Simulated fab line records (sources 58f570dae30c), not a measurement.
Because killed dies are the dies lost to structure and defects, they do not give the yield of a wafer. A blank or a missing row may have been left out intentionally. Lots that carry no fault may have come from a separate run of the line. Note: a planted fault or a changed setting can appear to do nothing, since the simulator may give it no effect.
What tool caused it? | flow berkeley-cmos170 | Sampling: 13 lots, 39 wafers, 5 of 331 route steps

WHAT THE GAUGES READ, wafer by wafer
UCB170_START_BOW_MEAS_00.
lot  | measured    | on            | INCOMING_BOW (um)
L565 | day 2 01:00 | film-metro-04 | 1 3 0
L567 | day 2 11:01 | film-metro-04 | 1 -1 -10
L568 | day 2 16:00 | film-metro-03 | 7 3 3
L569 | day 2 21:01 | film-metro-01 | 5 4 -6
L570 | day 3 02:01 | film-metro-03 | 2 7 2
L571 | day 3 07:01 | film-metro-01 | -11 -3 6
L572 | day 3 12:01 | film-metro-03 | 1 19 -4
L573 | day 3 17:02 | film-metro-04 | 2 -7 12
L574 | day 3 22:01 | film-metro-03 | 7 2 12
L575 | day 4 03:01 | film-metro-04 | 1 6 4
L576 | day 4 08:01 | film-metro-04 | -2 -4 -1
L583 | day 5 19:00 | film-metro-03 | 3 -10 12
L585 | day 6 05:01 | film-metro-01 | -6 -3 -10

UCB170_NWELL_OVL_MEAS_12.
lot  | measured    | on         | NWELL_OVL (nm)
L565 | day 2 21:32 | overlay-01 | -9 -3 -2
L567 | day 3 05:58 | overlay-02 | -3 -3 1
L568 | day 3 13:13 | overlay-02 | -10 -8 -1
L569 | day 3 16:39 | overlay-01 | -8 -6 -8
L570 | day 3 23:59 | overlay-01 | -17 -9 -9
L571 | day 4 11:40 | overlay-02 | 5 1 1
L572 | day 4 11:38 | overlay-02 | -4 -1 -1
L573 | day 4 17:43 | overlay-02 | 4 -5 1
L574 | day 5 00:30 | overlay-02 | 4 1 4
L575 | day 5 00:38 | overlay-01 | - - -
L576 | day 5 09:49 | overlay-02 | -13 -10 -8
L583 | day 6 16:29 | overlay-02 | -7 -8 -7
L585 | day 7 03:32 | overlay-01 | -1 -3 6

UCB170_NWELL_TW_MEAS_16.
lot  | measured    | on            | NWELL_TW
L565 | day 2 21:56 | film-metro-02 | 1238 1241 1241
L567 | day 3 06:22 | film-metro-03 | 1235 1237 1237
L568 | day 3 13:36 | film-metro-03 | 1238 1230 1233
L569 | day 3 17:03 | film-metro-01 | 1240 1242 1244
L570 | day 4 00:22 | film-metro-02 | 1240 1239 1236
L571 | day 4 12:04 | film-metro-03 | 1228 1234 1230
L572 | day 4 12:02 | film-metro-02 | 1238 1239 1252
L573 | day 4 18:07 | film-metro-03 | 1233 1238 1233
L574 | day 5 00:53 | film-metro-02 | 1246 1244 1248
L575 | day 5 01:01 | film-metro-01 | 30 30 30
L576 | day 5 10:12 | film-metro-02 | 1252 1249 1250
L583 | day 6 16:52 | film-metro-03 | 1232 1238 1238
L585 | day 7 03:56 | film-metro-02 | 1238 1244 1243

UCB170_PLDD_OVL_MEAS_07.
lot  | measured     | on         | PLDD_OVL (nm)
L565 | day 6 17:29  | overlay-01 | 2 -7 -8
L567 | day 7 05:00  | overlay-01 | 5 1 2
L568 | day 7 09:15  | overlay-02 | -11 -6 -8
L569 | day 7 09:32  | overlay-01 | -15 -4 -12
L570 | day 8 02:28  | overlay-01 | 0 3 4
L571 | day 8 11:55  | overlay-02 | 9 7 5
L572 | day 8 12:41  | overlay-02 | 2 -5 1
L573 | day 8 12:06  | overlay-01 | -5 7 5
L574 | day 8 21:52  | overlay-01 | -2 -1 -11
L576 | day 9 05:30  | overlay-02 | 2 -3 7
L583 | day 10 16:49 | overlay-02 | -3 1 1
L585 | day 11 01:15 | overlay-01 | 10 -5 0

WHICH TOOL RAN EACH LOT (tool, then ch and the chambers of the sampled wafers, then the start)
lot  | UCB170_NWELL_EXPOSE_09
L565 | krf-scanner-01 ch 0, day 2 21:02
L567 | krf-scanner-01 ch 0, day 3 05:33
L568 | krf-scanner-02 ch 0, day 3 12:47
L569 | krf-scanner-02 ch 0, day 3 16:17
L570 | krf-scanner-02 ch 0, day 3 23:36
L571 | krf-scanner-01 ch 0, day 4 11:05
L572 | krf-scanner-02 ch 0, day 4 10:50
L573 | krf-scanner-01 ch 0, day 4 17:22
L574 | krf-scanner-02 ch 0, day 4 23:47
L575 | krf-scanner-02 ch 0, day 4 23:55
L576 | krf-scanner-02 ch 0, day 5 09:25
L583 | krf-scanner-02 ch 0, day 6 16:05
L585 | krf-scanner-02 ch 0, day 7 03:10
- UCB170_NWELL_EXPOSE_09: exposes mask NWELL, target cd 3000 nm.

AS READ BY THE TOOLS THEMSELVES (means over the sampled wafers that have a number; for cases with no such wafer, the mark the record gives instead)
UCB170_NWELL_EXPOSE_09.
lot  | tool           | exposure-dose-mJ-cm2
L565 | krf-scanner-01 | 24.997
L567 | krf-scanner-01 | 24.973
L568 | krf-scanner-02 | 25.009
L569 | krf-scanner-02 | 24.994
L570 | krf-scanner-02 | 24.957
L571 | krf-scanner-01 | 25.020
L572 | krf-scanner-02 | 25.003
L573 | krf-scanner-01 | 25.017
L574 | krf-scanner-02 | 25.011
L575 | krf-scanner-02 | 25.034
L576 | krf-scanner-02 | 24.999
L583 | krf-scanner-02 | 25.001
L585 | krf-scanner-02 | 24.993

THE ANSWER, worked out from the rows above alone
Rule: the usual values come from the lots themselves. The widest of any qualifying gaps counts: lots, ordered by their means at a reading, are off when they make up no more than a third of the lots, leave a main group of 4 or more, and stand apart from it by 3 or more times the standard deviation of that group's means. If all means in a main group match to the digits the tables above print for the reading, that group is not used. Also off: a lot with no number at a reading for which 4 or more lots have one. Any other lot the step has rows for is counted as sound. The gauges are gone through in route order, then the tools' own readings, and for those a lot's mean is taken as printed above. At the first step where some lot is off, the reading lying furthest off is the one used; lots without a number count as furthest.
Off: L575, at UCB170_NWELL_OVL_MEAS_12 (NWELL_OVL). Without a number there: L575. For the main group the mean is -4 nm and the standard deviation 4.7.
A tool fits if, at a process step before that reading, it ran every lot that is off, and no sound lot after the first of them. The gauges at UCB170_NWELL_OVL_MEAS_12 aren't tried: what is off there is off at UCB170_NWELL_TW_MEAS_16 too, on other tools, and a gauge's error can't cause that. No candidate that was tried fits.

WHAT HAD BEEN PUT IN BY THE SIMULATOR
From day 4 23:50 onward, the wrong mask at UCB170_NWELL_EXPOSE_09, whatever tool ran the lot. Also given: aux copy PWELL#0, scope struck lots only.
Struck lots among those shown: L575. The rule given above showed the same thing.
